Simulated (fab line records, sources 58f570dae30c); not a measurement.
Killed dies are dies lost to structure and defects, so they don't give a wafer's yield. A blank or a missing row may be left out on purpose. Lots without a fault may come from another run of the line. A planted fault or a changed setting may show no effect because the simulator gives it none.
fab line records | flow berkeley_cmos170
record lots=14 wafers=42 last_day=11
route steps=331 shown CONTACT@232 M1@238 V1@255
lots that met no fault: from a run of the same line without faults
start_h: hours from the record's first day to the start of the lot's first wafer shown | wait_h: hours since the lot's step before | " the same as in the row above | L1.1+2: a row that stands for several wafers | - no value, or no start given | * or withheld: withheld | < > ~ a bound
route shown NAME@n: a module of which the file shows steps, and the number in the route of the first | usual: mean/standard deviation of fault-free wafers | same: alike in all rows | chamber/n: place in a boat | sites: the reading at each site | _std_site: their standard deviation | _edge_site: outer sites' mean less inner sites' | radius_mm: how far each site lies from the wafer's centre | mask NAME#n: copy n | behind: the tool/chamber that last shaped the wafer | hold: why the lot was held/for how many hours/how that ended | device: the transistor (n, p or np) that didn't switch | end of line: the same wafers' tests at the end of the route | a step without rows: its recipe alone | killed: dies lost to structure and defects at the first sort, not the wafer's yield | map: a wafer's dies, x killed, . not, _ none there
set.NAME: the setting as run; set.NAME@STEP: as run at that earlier step | model.NAME: the simulator's own value behind a step, which no gauge read
steps of the route over a sample of lots; a table a step, a row a wafer
services: from which hour (start_h, from the record's first day; less than 0 if before it) a tool's chamber was out of use, for how many hours, and why
## steps
# step UCB170_CONTACT_OVL_MEAS_16
# usual CONTACT_OVL=-3/4
# columns lot.wafer tool chamber start_h wait_h CONTACT_OVL[nm]
L648.1 overlay-02 - 138.90 0.1 -2
L648.2 " - " " -5
L648.6 " - " " -2
L647.3 overlay-02 - 139.31 0.1 -3
L647.5 " - " " -2
L647.6 " - " " 1
L650.1 overlay-02 - 159.20 0.1 -3
L650.3 " - " " -5
L650.6 " - " " 2
L651.3 overlay-01 - 160.55 0.1 -1
L651.5 " - " " 2
L651.6 " - " " -3
L653.4 overlay-01 - 170.61 0.1 -1
L653.5 " - " " 2
L653.6 " - " " -5
L654.3 overlay-02 - 185.43 0.1 -4
L654.4 " - " " -11
L654.6 " - " " -8
L656.2 overlay-01 - 185.60 0.1 0
L656.4 " - " " -2
L656.5 " - " " -6
L662.3 overlay-02 - 220.85 0.1 -18
L662.5 " - " " -18
L662.6 " - " " -9
L663.2 overlay-02 - 221.79 0.1 -9
L663.4 " - " " -9
L663.6 " - " " -12
L664.2 overlay-01 - 224.77 0.1 -3
L664.3 " - " " -5
L664.4 " - " " -6
L666.1 overlay-02 - 240.10 0.1 -6
L666.3 " - " " -1
L666.4 " - " " -7
L667.1 overlay-02 - 240.20 0.1 -1
L667.5 " - " " -1
L667.6 " - " " 0
L668.1 overlay-01 - 250.90 0.1 4
L668.2 " - " " -1
L668.4 " - " " 0
L670.2 overlay-01 - 254.66 0.1 -7
L670.5 " - " " -5
L670.6 " - " " -11
# step UCB170_M1_SPUTTER_00
# recipe material=Al target_thk_nm=600 time_s=80 power_w=6000 chamber_pressure_pa=0.5
# usual throttle_valve_pct=30.5/1
# columns lot.wafer tool chamber start_h wait_h throttle_valve_pct
L648.1 pvd_sputter-03 - 139.51 0.0 31.3
L648.2 " - " " 31.0
L648.6 " - " " 31.2
L647.3 pvd_sputter-01 - 139.90 0.0 30.2
L647.5 " - " " 30.3
L647.6 " - " " 30.9
L650.1 pvd_sputter-02 - 159.82 0.0 31.3
L650.3 " - " " 30.8
L650.6 " - " " 30.3
L651.3 pvd_sputter-01 - 161.34 0.0 30.1
L651.5 " - " " 28.3
L651.6 " - " " 31.3
L653.4 pvd_sputter-01 - 171.23 0.0 29.9
L653.5 " - " " 31.4
L653.6 " - " " 28.2
L653.4 pvd_sputter-01 - 171.45 0.2 30.2
L653.5 " - " " 31.3
L653.6 " - " " 28.2
L654.3 pvd_sputter-01 - 188.10 0.0 31.2
L654.4 " - " " 30.9
L654.6 " - " " 28.2
L656.2 pvd_sputter-02 - 188.10 0.0 31.3
L656.4 " - " " 30.3
L656.5 " - " " 31.2
L662.3 pvd_sputter-02 - 221.44 0.0 30.0
L662.5 " - " " 30.1
L662.6 " - " " 29.9
L663.2 pvd_sputter-01 - 222.39 0.0 31.3
L663.4 " - " " 30.8
L663.6 " - " " 31.5
L663.2 pvd_sputter-01 - 222.61 0.2 31.3
L663.4 " - " " 31.0
L663.6 " - " " 31.5
L664.2 pvd_sputter-03 - 225.37 0.0 32.2
L664.3 " - " " 31.1
L664.4 " - " " 31.1
L666.1 pvd_sputter-01 - 240.95 0.0 31.6
L666.3 " - " " 28.0
L666.4 " - " " 31.1
L667.1 pvd_sputter-03 - 240.95 0.0 31.1
L667.5 " - " " 29.4
L667.6 " - " " 30.8
L668.1 pvd_sputter-01 - 251.50 0.0 31.5
L668.2 " - " " 29.9
L668.4 " - " " 28.3
L670.2 pvd_sputter-02 - 256.12 0.0 30.1
L670.5 " - " " 30.0
L670.6 " - " " 30.4
# step UCB170_M1_RS_MEAS_01
# recipe thk_meas_gauge=four-point-probe reads=Al_of_M1_SPUTTER_00
# usual M1_AL_RS=0.0483/0.00044
# columns lot.wafer tool chamber start_h wait_h M1_AL_RS[ohm/sq]
L648.1 film_metro-03 - 139.57 0.0 0.0483
L648.2 " - " " 0.0479
L648.6 " - " " 0.0482
L647.3 film_metro-03 - 140.00 0.1 0.0488
L647.5 " - " " 0.0486
L647.6 " - " " 0.0485
L650.1 film_metro-04 - 159.88 0.0 0.0482
L650.3 " - " " 0.0482
L650.6 " - " " 0.0477
L651.3 film_metro-04 - 161.44 0.1 0.0483
L651.5 " - " " 0.0491
L651.6 " - " " 0.0483
L653.4 film_metro-04 - 171.57 0.1 0.0238
L653.5 " - " " 0.0237
L653.6 " - " " 0.0239
L656.2 film_metro-04 - 188.18 0.1 0.0484
L656.4 " - " " 0.0491
L656.5 " - " " 0.0486
L654.3 film_metro-03 - 188.20 0.1 0.0488
L654.4 " - " " 0.0497
L654.6 " - " " 0.0496
L662.3 film_metro-03 - 221.54 0.1 0.0484
L662.5 " - " " 0.0480
L662.6 " - " " 0.0487
L663.2 film_metro-04 - 222.69 0.1 0.0238
L663.4 " - " " 0.0238
L663.6 " - " " 0.0238
L664.2 film_metro-02 - 225.45 0.1 0.0478
L664.3 " - " " 0.0480
L664.4 " - " " 0.0476
L666.1 film_metro-02 - 241.01 0.0 0.0477
L666.3 " - " " 0.0484
L666.4 " - " " 0.0481
L667.1 film_metro-03 - 241.01 0.0 0.0485
L667.5 " - " " 0.0478
L667.6 " - " " 0.0483
L668.1 film_metro-04 - 251.56 0.0 0.0477
L668.2 " - " " 0.0478
L668.4 " - " " 0.0480
L670.2 film_metro-04 - 256.20 0.1 0.0494
L670.5 " - " " 0.0486
L670.6 " - " " 0.0483
# step UCB170_M1_THK_MEAS_02
# recipe thk_meas_gauge=xrf reads=Al_of_M1_SPUTTER_00
# usual M1_AL_THK=606/5.5
# columns lot.wafer tool chamber start_h wait_h M1_AL_THK[nm]
L648.1 film_metro-03 - 139.69 0.1 608
L648.2 " - " " 608
L648.6 " - " " 605
L647.3 film_metro-03 - 140.10 0.1 604
L647.5 " - " " 604
L647.6 " - " " 605
L650.1 film_metro-04 - 160.00 0.1 601
L650.3 " - " " 605
L650.6 " - " " 609
L651.3 film_metro-04 - 161.54 0.1 602
L651.5 " - " " 596
L651.6 " - " " 605
L653.4 film_metro-04 - 171.66 0.1 1221
L653.5 " - " " 1220
L653.6 " - " " 1211
L656.2 film_metro-04 - 188.29 0.1 607
L656.4 " - " " 594
L656.5 " - " " 602
L654.3 film_metro-03 - 188.30 0.1 601
L654.4 " - " " 592
L654.6 " - " " 593
L662.3 film_metro-03 - 221.64 0.1 608
L662.5 " - " " 614
L662.6 " - " " 606
L663.2 film_metro-04 - 222.80 0.1 1228
L663.4 " - " " 1219
L663.6 " - " " 1216
L664.2 film_metro-02 - 225.56 0.1 612
L664.3 " - " " 615
L664.4 " - " " 615
L666.1 film_metro-02 - 241.13 0.1 612
L666.3 " - " " 604
L666.4 " - " " 610
L667.1 film_metro-03 - 241.13 0.1 605
L667.5 " - " " 614
L667.6 " - " " 605
L668.1 film_metro-04 - 251.68 0.1 614
L668.2 " - " " 614
L668.4 " - " " 613
L670.2 film_metro-04 - 256.31 0.1 594
L670.5 " - " " 604
L670.6 " - " " 604
# step UCB170_M1_METAL_ETCH_12
# recipe chemistry=Cl2/BCl3 target=Al stop_on=PSG pressure_mtorr=12 target_depth_a=7800 over_etch_frac=0.3 time_s=130 icp_w=600 bias_w=117.2 Cl2_flow_sccm=90 bcl3_flow_sccm=45
# usual drypump_motor_current_A=5.7/0.49 oes_product_au=0.859/0.013 throttle_valve_pct=24.36/0.15
# columns lot.wafer tool chamber start_h wait_h drypump_motor_current_A oes_product_au rf_hours_counter_h throttle_valve_pct
L648.1 rie_metal-03 1 141.60 - 5.8 0.848 28 24.25
L648.2 " 0 " " 6.6 0.858 3 24.48
L648.6 " 0 " " 6.6 0.861 - 24.50
L647.3 rie_metal-04 0 141.77 - 5.1 0.852 - 24.24
L647.5 " 1 " " 5.2 0.854 - 24.36
L647.6 " 0 " " 5.1 0.849 - 24.22
L650.1 rie_metal-04 0 161.45 - 5.1 0.860 7 24.24
L650.3 " 0 " " 5.1 0.872 - 24.23
L650.6 " 0 " " 5.1 0.862 - 24.21
L651.3 rie_metal-02 1 162.67 - 5.8 0.856 - 24.64
L651.5 " 0 " " 5.9 0.873 - 24.24
L651.6 " 1 " " 5.8 0.874 - 24.64
L653.4 rie_metal-04 0 173.30 - 5.1 1.008 - 24.15
L653.5 " 0 " " 5.1 1.023 - 24.17
L653.6 " 0 " " 5.1 1.031 - 24.14
L654.3 rie_metal-02 0 189.55 - 5.9 0.876 - 24.24
L654.4 " 1 " " 5.9 0.850 - 24.65
L654.6 " 0 " " 5.9 0.865 - 24.24
L656.2 rie_metal-03 0 189.75 - 6.6 0.861 4 24.51
L656.4 " 0 " " 6.6 0.847 - 24.51
L656.5 " 1 " " 5.7 0.859 - 24.38
L662.3 rie_metal-03 1 223.18 - 5.8 0.860 - 24.38
L662.5 " 0 " " 6.6 0.861 - 24.50
L662.6 " 1 " " 5.8 0.858 - 24.39
L663.2 rie_metal-04 0 224.23 - 5.1 1.025 9 24.14
L663.4 " 0 " " 5.1 1.018 - 24.17
L663.6 " 0 " " 5.1 1.021 - 24.16
L664.2 rie_metal-02 0 226.65 - 5.9 0.881 15 24.24
L664.3 " 0 " " 5.9 0.883 - 24.25
L664.4 " 1 " " 5.8 0.864 - 24.64
L667.1 rie_metal-02 0 243.38 - 5.9 0.879 16 24.24
L667.5 " 1 " " 5.8 0.861 - 24.64
L667.6 " 0 " " 5.9 0.875 - 24.25
L666.1 rie_metal-03 1 243.46 - 5.7 0.856 1 24.38
L666.3 " 1 " " 5.7 0.855 - 24.38
L666.4 " 0 " " 6.6 0.860 - 24.51
L668.1 rie_metal-04 1 253.18 - 5.2 0.838 2 24.22
L668.2 " 0 " " 5.1 0.863 10 24.25
L668.4 " 1 " " 5.2 0.840 - 24.22
L670.2 rie_metal-02 1 257.79 - 5.8 0.848 10 24.65
L670.5 " 1 " " 5.8 0.856 - 24.66
L670.6 " 0 " " 5.9 0.875 - 24.26
# step UCB170_M1_STRIP_13
# recipe chemistry=O2 power_w=400 pressure_mtorr=3500 platen_temp_c=withheld o2_flow_sccm=400 overash_fraction=0.5
# usual drypump_motor_current_A=5.6/0.5 oes_product_au=0.720/0.0047
# columns lot.wafer tool chamber start_h wait_h drypump_motor_current_A oes_product_au rf_hours_counter_h
L648.1 plasma_asher-03 1 141.73 0.1 6.3 0.719 35
L648.2 " 0 " " 5.4 0.721 35
L648.6 " 1 " " 6.3 0.725 -
L647.3 plasma_asher-02 1 141.89 0.1 5.8 0.719 -
L647.5 " 0 " " 5.3 0.732 -
L647.6 " 1 " " 5.9 0.724 -
L650.1 plasma_asher-03 1 161.72 0.2 6.2 0.717 38
L650.3 " 0 " " 5.4 0.722 -
L650.6 " 0 " " 5.4 0.716 -
L651.3 plasma_asher-04 0 162.79 0.1 4.7 0.723 -
L651.5 " 0 " " 4.7 0.723 -
L651.6 " 1 " " 6.0 0.726 -
L653.4 plasma_asher-04 0 173.47 0.1 4.7 0.715 -
L653.5 " 0 " " 4.7 0.718 -
L653.6 " 1 " " 6.0 0.722 -
L654.3 plasma_asher-03 0 189.67 0.1 5.4 0.715 -
L654.4 " 1 " " 6.2 0.716 -
L654.6 " 1 " " 6.2 0.721 -
L656.2 plasma_asher-02 0 189.88 0.1 5.2 0.728 49
L656.4 " 0 " " 5.2 0.725 -
L656.5 " 0 " " 5.3 0.721 -
L662.3 plasma_asher-02 1 223.30 0.1 5.9 0.721 -
L662.5 " 1 " " 5.8 0.717 -
L662.6 " 0 " " 5.2 0.719 -
L663.2 plasma_asher-03 1 224.37 0.1 6.2 0.720 44
L663.4 " 0 " " 5.4 0.717 -
L663.6 " 1 " " 6.2 0.713 -
L664.2 plasma_asher-03 0 226.78 0.1 5.4 0.719 44
L664.3 " 0 " " 5.4 0.720 -
L664.4 " 1 " " 6.2 0.717 -
L667.1 plasma_asher-03 0 243.51 0.1 5.4 0.717 46
L667.5 " 0 " " 5.4 0.718 -
L667.6 " 1 " " 6.2 0.719 -
L666.1 plasma_asher-02 0 243.59 0.1 5.2 0.716 55
L666.3 " 1 " " 5.9 0.716 -
L666.4 " 0 " " 5.2 0.720 -
L668.1 plasma_asher-04 0 253.32 0.1 4.7 0.728 59
L668.2 " 1 " " 6.0 0.721 59
L668.4 " 1 " " 6.0 0.710 -
L670.2 plasma_asher-02 0 257.92 0.1 5.3 0.723 57
L670.5 " 0 " " 5.2 0.718 -
L670.6 " 1 " " 5.8 0.720 -
# step UCB170_V1_THK_MEAS_01
# recipe reads=SiO2_of_V1_CVD_00
# usual V1_TEOS_THK=2001/28
# columns lot.wafer tool chamber start_h wait_h V1_TEOS_THK[nm]
L648.1 film_metro-04 - 146.50 0.1 2000
L648.2 " - " " 2011
L648.6 " - " " 2010
L647.3 film_metro-01 - 146.52 0.1 2008
L647.5 " - " " 2038
L647.6 " - " " 2035
L650.1 film_metro-04 - 170.18 0.1 2021
L650.3 " - " " 2009
L650.6 " - " " 2007
L651.3 film_metro-02 - 170.20 0.1 1985
L651.5 " - " " 2050
L651.6 " - " " 2015
L656.2 film_metro-02 - 192.39 0.1 2007
L656.4 " - " " 1999
L656.5 " - " " 1997
L654.3 film_metro-04 - 192.40 0.1 1960
L654.4 " - " " 1973
L654.6 " - " " 1996
L662.3 film_metro-01 - 227.62 0.1 2036
L662.5 " - " " 2046
L662.6 " - " " 2048
L664.2 film_metro-02 - 230.45 0.1 2005
L664.3 " - " " 1965
L664.4 " - " " 2000
L667.1 film_metro-01 - 246.45 0.1 1994
L667.5 " - " " 2030
L667.6 " - " " 2018
L666.1 film_metro-01 - 246.60 0.1 1973
L666.3 " - " " 1990
L666.4 " - " " 2021
L668.1 film_metro-04 - 257.04 0.1 1941
L668.2 " - " " 1986
L668.4 " - " " 2021
L670.2 film_metro-01 - 261.38 0.1 1952
L670.5 " - " " 2012
L670.6 " - " " 1998
## services
# columns tool chamber start_h hours kind
rie_metal-04 - 120.42 2.8 pm
rie_metal-03 - 129.21 2.8 pm
pvd_sputter-01 - 141.50 9.6 repair
rie_metal-04 1 159.50 - clean
rie_metal-04 1 159.50 25.4 scheduled_down
rie_metal-04 1 159.50 25.4 vent_cycle
rie_metal-03 1 168.39 - clean
rie_metal-03 1 168.39 21.2 scheduled_down
rie_metal-03 1 168.39 21.2 vent_cycle
rie_metal-03 0 170.41 6.3 repair
rie_metal-03 - 176.71 1.4 pm
pvd_sputter-01 - 183.60 3.2 repair
rie_metal-04 - 191.22 0.3 repair
rie_metal-02 1 199.88 11.0 repair
pvd_sputter-02 - 224.71 1.8 repair
rie_metal-02 - 249.63 1.4 pm
plasma_asher-04 - 255.20 1.5 repair
## key
first_sign step=UCB170_M1_SPUTTER_00 reading=visit direction=added
effect step=UCB170_M1_RS_MEAS_01 reading=M1_AL_RS direction=down sigmas=55 usual=0.0483 struck=0.0238
effect step=UCB170_M1_THK_MEAS_02 reading=M1_AL_THK direction=up sigmas=99+ usual=606 struck=1219
effect step=UCB170_M1_METAL_ETCH_12 reading=oes_product_au direction=up sigmas=12 usual=0.859 struck=1.021
met_at UCB170_M1_SPUTTER_00
struck_lots L653,L663
later_rows_left_out L653.4,L653.5,L653.6,L663.2,L663.4,L663.6
sort_left_out L653.4,L653.5,L653.6,L663.2,L663.4,L663.6
not_acting_at UCB170_CONTACT_OVL_MEAS_16,UCB170_M1_STRIP_13,UCB170_V1_THK_MEAS_01
fault kind=repeated_step_whole tool=pvd_sputter-01,pvd_sputter-02,pvd_sputter-03 chamber=- onset_h=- steps=UCB170_M1_SPUTTER_00 times=1 scope=struck_lots_only
# sort_left_out: the simulated sort isn't trusted on such a fault, so these wafers' sort isn't shown, and their yield isn't known
# later_rows_left_out: the simulator's readings of these wafers behind a module that went badly wrong aren't trusted and aren't shown, but for the sort
